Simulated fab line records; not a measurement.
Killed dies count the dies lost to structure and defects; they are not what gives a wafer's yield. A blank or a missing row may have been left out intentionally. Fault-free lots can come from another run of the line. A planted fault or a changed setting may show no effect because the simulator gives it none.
Comparing a struck lot with a sound one    flow berkeley-cmos170    14 out of 331 route steps
Sound: these wafers, L388.2, L388.4, L388.6. Wafers L392.1, L392.3, L392.4 were the ones struck. The cause is named last.
At each step with rows: each side's tool, then ch and its chambers, then its first start. Under that, the readings that differ: sound wafers    struck wafers    difference of the means    sigmas: that difference in standard deviations of wafers without a fault.
alike: readings with means less than 2 such deviations apart, plus words and numbers identical on both sides. not compared: withheld readings, readings lacking a value on some wafer, bounds such as >300 that could conceal the same value, and numbers that have no deviation in the record and whose values overlap.
A row with sigmas, a row that says differs or no value, or rows on one side alone: a step with any of these is where the two part. Non-overlapping numbers with no deviation appear without sigmas and do not part them. Lack of a reading on every wafer of one side parts them only where that side has two or more wafers.

UCB170_M2_RS_MEAS_02: measures by four-point-probe.
  sound on film-metro-04, day 7 19:01; struck on film-metro-02, day 9 03:50
  alike: M2_AL_RS
UCB170_M2_THK_MEAS_03: measures by xrf.
  sound on film-metro-04, day 7 19:08; struck on film-metro-02, day 9 03:58
  alike: M2_AL_THK
then, 3 steps without rows for these wafers: UCB170_M2_HMDS_04 (prime time 60 s); UCB170_M2_COAT_05 (resist thk 900 nm); UCB170_M2_SOFTBAKE_06 (time 60 s).
UCB170_M2_STRIP_07: strips in O2.
  sound on plasma-asher-01 ch 0, day 7 19:38; struck on plasma-asher-04 ch 0,1, day 9 04:28
  alike: drypump-motor-current-A, oes-product-au, strip-time-to-endpoint-s
  not compared: rf-hours-counter-h
then, 6 steps without rows for these wafers: UCB170_M2_STRIP_08 (strips KrF in DMSO, time 600 s); UCB170_M2_COAT_09; UCB170_M2_COAT_10 (resist thk 900 nm); UCB170_M2_SOFTBAKE_11 (time 60 s); UCB170_M2_EXPOSE_12 (exposes mask METAL2, target cd 700 nm); UCB170_M2_PEB_13.
UCB170_M2_DEVELOP_14: develop time 45 s.
  struck on litho-track-02, day 9 05:00; sound on litho-track-02 ch 0, day 7 20:00
  no value came back on the struck wafers for chill-plate-temp-C (C), develop-time-s (s); on the sound wafers chill-plate-temp-C (C) reads 23.09 22.83 23.01
reading                              sound              struck             difference  sigmas
model.KrF_of_M2_COAT_10.thk-nm (nm)  884.1 884.6 886.7  897.8 900.9 895.9  +13.1       
UCB170_M2_CD_MEAS_15: target cd 700 nm.
  sound on cd-sem-01, day 7 21:07; struck on cd-sem-01, day 9 06:05
reading     sound              struck  difference                     sigmas
cd-nm (nm)  699.8 698.8 698.7  - - -   no value on the struck wafers  

== WHERE THEY PART ==
At UCB170_M2_DEVELOP_14 first; at UCB170_M2_CD_MEAS_15 last (within this record only).

WHY: what the simulator had put in
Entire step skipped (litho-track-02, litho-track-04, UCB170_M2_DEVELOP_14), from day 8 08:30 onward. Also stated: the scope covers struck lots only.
